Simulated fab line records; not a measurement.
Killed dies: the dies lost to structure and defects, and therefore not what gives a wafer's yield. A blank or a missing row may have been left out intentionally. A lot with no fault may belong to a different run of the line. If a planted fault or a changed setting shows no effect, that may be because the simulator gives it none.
The same fault as seen by 2 desks | flow berkeleyCmos170 | every desk sees just its own numbers, and what lay behind them comes last

== TOOL OWNER'S DESK, lithoTrack-01 ==
For each lot that ran on this tool, the mean over its sampled wafers that have a number, from the tool's own readings at UCB170_M1_PEB_07. Marked OUT: a lot whose mean sits more than 4 standard deviations from the usual mean, which makes it out of limits; the brackets give that distance.
Columns: A = heaterPowerTotalW at UCB170_M1_PEB_07, usual 56.80 W; B = plateTempC at UCB170_M1_PEB_07, usual 129.99 C
lot  | first seen here | A               | B
L260 | day 9 12:55     | 56.78           | 130.03
L262 | day 9 19:24     | 56.81           | 130.06
L268 | day 11 08:35    | 57.86 (+25) OUT | -
L269 | day 11 09:35    | 57.83 (+25) OUT | -
L272 | day 11 23:07    | 57.85 (+25) OUT | -
This desk finds L268, L269, L272 out of limits, L268 being first, at day 11 08:35 (heaterPowerTotalW at UCB170_M1_PEB_07). Within limits: L260, L262.

== METROLOGY DESK ==
What the gauges read, lot by lot, whatever tool the lot ran on: means of the sampled wafers that have a number. Marked OUT: a lot whose mean sits more than 4 standard deviations from the usual mean, which makes it out of limits; the brackets give that distance.
Columns: A = cdNm at UCB170_CONTACT_CD_MEAS_90, usual 700.0 nm; B = M1_AL_RS at UCB170_M1_RS_MEAS_01, usual 0.0485 ohm/sq; C = M1_AL_THK at UCB170_M1_THK_MEAS_02, usual 592 nm; D = cdNm at UCB170_M1_CD_MEAS_09, usual 699.4 nm; E = M1_OVL at UCB170_M1_OVL_MEAS_10, usual 0 nm
lot  | first seen here | A     | B      | C   | D     | E
L253 | day 7 14:56     | 699.7 | 0.0479 | 605 | 698.6 | -2
L256 | day 7 23:28     | 700.5 | 0.0486 | 593 | 702.1 | -2
L260 | day 9 11:41     | 699.6 | 0.0487 | 593 | 700.2 | -7
L262 | day 9 18:06     | 700.4 | 0.0487 | 592 | 699.3 | 2
L268 | day 11 06:25    | 699.0 | 0.0486 | 591 | 701.9 | -5
L269 | day 11 07:03    | 698.1 | 0.0480 | 602 | 703.8 | 8
L272 | day 11 21:44    | 700.8 | 0.0491 | 583 | 702.3 | 2
Result from this desk: across the 7 lots, nothing is out of limits.

== BROUGHT TOGETHER ==
An alarm could have come from the tool owner's desk at day 11 08:35, on L268, L269, L272.
The metrology desk saw nothing out of limits.
The metrology desk has L268, L269, L272 on record, within its limits.
Of the lots named, all ran UCB170_M1_PEB_07 on lithoTrack-01.

== WHAT THE SIMULATOR HAD INSERTED ==
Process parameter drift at UCB170_M1_PEB_07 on lithoTrack-01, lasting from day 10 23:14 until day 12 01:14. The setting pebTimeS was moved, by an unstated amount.
Struck lots among those shown: L268, L269, L272.
Time in hours from fault onset to the first out-of-limits reading at each desk: the tool owner's desk, 9.
